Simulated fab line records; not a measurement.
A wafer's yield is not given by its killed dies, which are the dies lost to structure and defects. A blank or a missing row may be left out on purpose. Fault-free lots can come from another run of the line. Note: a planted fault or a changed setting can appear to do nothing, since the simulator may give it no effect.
Which of the tools did it?    flow berkeley cmos170    Sampling: 14 lots, 42 wafers, 6 of 331 route steps

## WHAT EACH GAUGE READ, for each wafer
UCB170_GATE_THK_MEAS_02.
lot   measured      on             GATE_OXIDE_THK (nm)
L636  day 6 18:23   film metro-04  6.50 6.56 6.61
L635  day 6 18:28   film metro-04  6.42 6.48 6.47
L637  day 7 07:32   film metro-03  6.56 6.44 6.62
L638  day 7 07:33   film metro-04  6.51 6.44 6.47
L639  day 7 20:19   film metro-02  6.37 6.36 6.35
L640  day 7 20:19   film metro-03  6.51 6.52 6.48
L641  day 7 20:19   film metro-04  6.47 6.40 6.46
L642  day 8 18:13   film metro-04  6.64 6.71 6.65
L647  day 9 06:07   film metro-04  6.61 6.57 6.66
L652  day 10 12:27  film metro-03  6.53 6.42 6.34
L654  day 11 03:13  film metro-02  6.66 6.67 6.62
L657  day 11 13:59  film metro-03  6.52 6.50 6.77
L656  day 11 14:01  film metro-02  6.52 6.47 6.35
L658  day 11 21:47  film metro-04  6.61 6.58 6.54

UCB170_PLDD_CD_MEAS_06 targets a cd of 1200 nm.
lot   measured      on         cd nm (nm)
L636  day 7 04:11   cd sem-02  1200.6 1200.5 1200.7
L635  day 7 04:00   cd sem-01  1200.8 1201.6 1199.7
L637  day 7 20:06   cd sem-01  1201.9 1200.9 1201.7
L638  day 7 20:25   cd sem-02  1198.7 1198.0 1199.2
L639  day 8 07:44   cd sem-01  1200.6 1199.8 1200.0
L640  day 8 07:07   cd sem-01  1199.3 1198.2 1198.1
L641  day 8 07:24   cd sem-02  1202.1 1202.5 1201.8
L642  day 9 07:31   cd sem-01  1197.8 1197.8 1199.7
L647  day 9 15:44   cd sem-01  1200.7 1201.3 1202.5
L652  day 10 23:20  cd sem-01  1200.1 1200.5 1200.5
L654  day 11 15:11  cd sem-01  1201.2 1200.5 1201.1
L657  day 11 23:22  cd sem-02  1199.3 1199.8 1200.6
L656  day 11 23:04  cd sem-02  1200.3 1201.0 1200.2
L658  day 12 09:36  cd sem-02  1201.7 1201.3 1202.2

UCB170_PLDD_OVL_MEAS_07.
lot   measured      on          PLDD_OVL (nm)
L636  day 7 04:19   overlay-02  4 -7 4
L635  day 7 04:05   overlay-01  -10 -11 -6
L637  day 7 20:13   overlay-02  -6 -10 -9
L638  day 7 20:31   overlay-01  2 4 8
L639  day 8 07:52   overlay-01  -8 -3 -5
L640  day 8 07:14   overlay-01  1 -6 -7
L641  day 8 07:31   overlay-02  -4 3 -9
L642  day 9 07:38   overlay-02  3 -2 5
L647  day 9 15:49   overlay-01  -7 3 -7
L652  day 10 23:26  overlay-01  8 -7 -2
L654  day 11 15:18  overlay-01  -8 -10 -3
L657  day 11 23:29  overlay-02  -9 -4 0
L656  day 11 23:10  overlay-01  -7 -1 -6
L658  day 12 09:41  overlay-02  -2 -5 1

UCB170_M3_CD_MEAS_90 targets a cd of 700 nm.
lot   measured      on         cd nm (nm)
L636  day 8 20:01   cd sem-02  702 702 701
L635  day 8 20:17   cd sem-02  700 700 692
L637  day 9 06:07   cd sem-02  699 698 699
L638  day 9 08:46   cd sem-02  697 691 690
L639  day 9 17:46   cd sem-01  695 696 697
L640  day 9 16:13   cd sem-02  693 699 700
L641  day 9 17:53   cd sem-02  700 698 700
L642  day 10 18:51  cd sem-02  714 716 713
L647  day 11 05:02  cd sem-02  714 717 717
L652  day 12 10:11  cd sem-02  693 696 694
L654  day 13 04:31  cd sem-02  700 699 703
L657  day 13 14:10  cd sem-01  699 698 698
L656  day 13 13:34  cd sem-01  699 700 699
L658  day 13 21:00  cd sem-01  698 696 698

## TOOL THAT RAN EACH LOT (tool first, then ch and the chambers of the sampled wafers, then the start)
lot   UCB170_M3_METAL_ETCH_18            UCB170_M3_STRIP_19
L636  rie metal-02 ch 0,1, day 8 19:44   plasma asher-01 ch 0,1, day 8 19:55
L635  rie metal-01 ch 0,1, day 8 20:02   plasma asher-01 ch 0,1, day 8 20:11
L637  rie metal-02 ch 0,1, day 9 05:50   plasma asher-03 ch 0, day 9 06:01
L638  rie metal-01 ch 0,1, day 9 08:30   plasma asher-04 ch 0,1, day 9 08:40
L639  rie metal-04 ch 0, day 9 17:29     plasma asher-04 ch 0, day 9 17:40
L640  rie metal-01 ch 0,1, day 9 15:56   plasma asher-04 ch 0,1, day 9 16:07
L641  rie metal-02 ch 0,1, day 9 17:36   plasma asher-01 ch 0, day 9 17:47
L642  rie metal-02 ch 0,1, day 10 18:34  plasma asher-03 ch 0,1, day 10 18:45
L647  rie metal-02 ch 0,1, day 11 04:44  plasma asher-03 ch 0,1, day 11 04:54
L652  rie metal-01 ch 0,1, day 12 09:56  plasma asher-04 ch 0,1, day 12 10:05
L654  rie metal-01 ch 1, day 13 04:14    plasma asher-04 ch 0,1, day 13 04:25
L657  rie metal-04 ch 0,1, day 13 13:52  plasma asher-03 ch 0,1, day 13 14:04
L656  rie metal-01 ch 0,1, day 13 13:19  plasma asher-01 ch 0,1, day 13 13:28
L658  rie metal-01 ch 0,1, day 13 20:43  plasma asher-01 ch 0,1, day 13 20:52
- UCB170_M3_METAL_ETCH_18: etches Al in Cl2/BCl3, stops on SiO2, target depth 1170 nm, time 200.3 s.
- UCB170_M3_STRIP_19: strips in O2.

## AS READ BY THE TOOLS THEMSELVES (means over the sampled wafers that have a number; for cases with no such wafer, the mark the record gives instead)
UCB170_M3_METAL_ETCH_18.
lot   tool          drypump motor current A (A)  oes product au (a.u.)  throttle valve pct (%)
L636  rie metal-02  6.4                          0.865                  24.39
L635  rie metal-01  5.2                          0.864                  24.33
L637  rie metal-02  6.3                          0.865                  24.42
L638  rie metal-01  5.4                          0.865                  24.39
L639  rie metal-04  5.4                          0.870                  24.45
L640  rie metal-01  5.3                          0.849                  24.36
L641  rie metal-02  6.3                          0.871                  24.40
L642  rie metal-02  6.3                          1.029                  24.34
L647  rie metal-02  6.3                          1.020                  24.34
L652  rie metal-01  5.4                          0.870                  24.38
L654  rie metal-01  5.0                          0.857                  24.31
L657  rie metal-04  5.4                          0.864                  24.44
L656  rie metal-01  5.3                          0.858                  24.35
L658  rie metal-01  5.2                          0.857                  24.34

UCB170_M3_STRIP_19.
lot   tool             drypump motor current A (A)  oes product au (a.u.)
L636  plasma asher-01  5.90                         0.506
L635  plasma asher-01  5.89                         0.530
L637  plasma asher-03  5.71                         0.504
L638  plasma asher-04  5.43                         0.519
L639  plasma asher-04  5.22                         0.533
L640  plasma asher-04  5.65                         0.520
L641  plasma asher-01  5.89                         0.506
L642  plasma asher-03  5.74                         0.720
L647  plasma asher-03  5.78                         0.718
L652  plasma asher-04  5.64                         0.511
L654  plasma asher-04  5.64                         0.531
L657  plasma asher-03  5.77                         0.518
L656  plasma asher-01  5.91                         0.522
L658  plasma asher-01  5.90                         0.525

## THE ANSWER, worked out from the rows above alone
Rule: usual is defined by the lots themselves. The widest of any qualifying gaps counts: lots, ordered by their means at a reading, are off when they make up no more than a third of the lots, leave a main group of 4 or more, and stand apart from it by 3 or more times the standard deviation of that group's means. A main group whose means are all the same, to the digits that the tables above print for the reading, isn't used. A lot without any number at a reading at which 4 lots or more have one is off too. Where the step has rows for the other lots, those lots are counted as sound. The gauges are gone through in route order, then the tools' own readings, and for those a lot's mean is taken as printed above. The first step at which some lot is off is used, and at that step the reading that is off furthest; a lot without a number counts as furthest.
Off, at UCB170_M3_CD_MEAS_90 on cd nm: L642, L647. Mean 698 nm and standard deviation 2.4 in the main group.
A tool fits if, at a process step before that reading, it ran every lot that is off, and no sound lot after the first of them. The gauges at UCB170_M3_CD_MEAS_90 aren't tried: what is off there is off at UCB170_M3_METAL_ETCH_18 too, on other tools, and a gauge's error can't cause that. One candidate fits, namely rie metal-02 at UCB170_M3_METAL_ETCH_18. Its last sound lot is L641 (day 9 17:36), its first lot that is off L642 (day 10 18:34): a fault that began between those two fits.
On the lots that are off, the tool's own readings at UCB170_M3_METAL_ETCH_18 differ by more than 5 times the standard deviation of the sound lots' means, which bears it out; oes product au reads 1.024 a.u. there versus 0.863 a.u. on the sound lots.

## WHAT HAD BEEN PUT IN BY THE SIMULATOR
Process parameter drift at UCB170_M3_METAL_ETCH_18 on rie metal-02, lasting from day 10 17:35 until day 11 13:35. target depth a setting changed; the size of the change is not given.
Lots struck among those shown: L642, L647. The rule above reached the same finding.
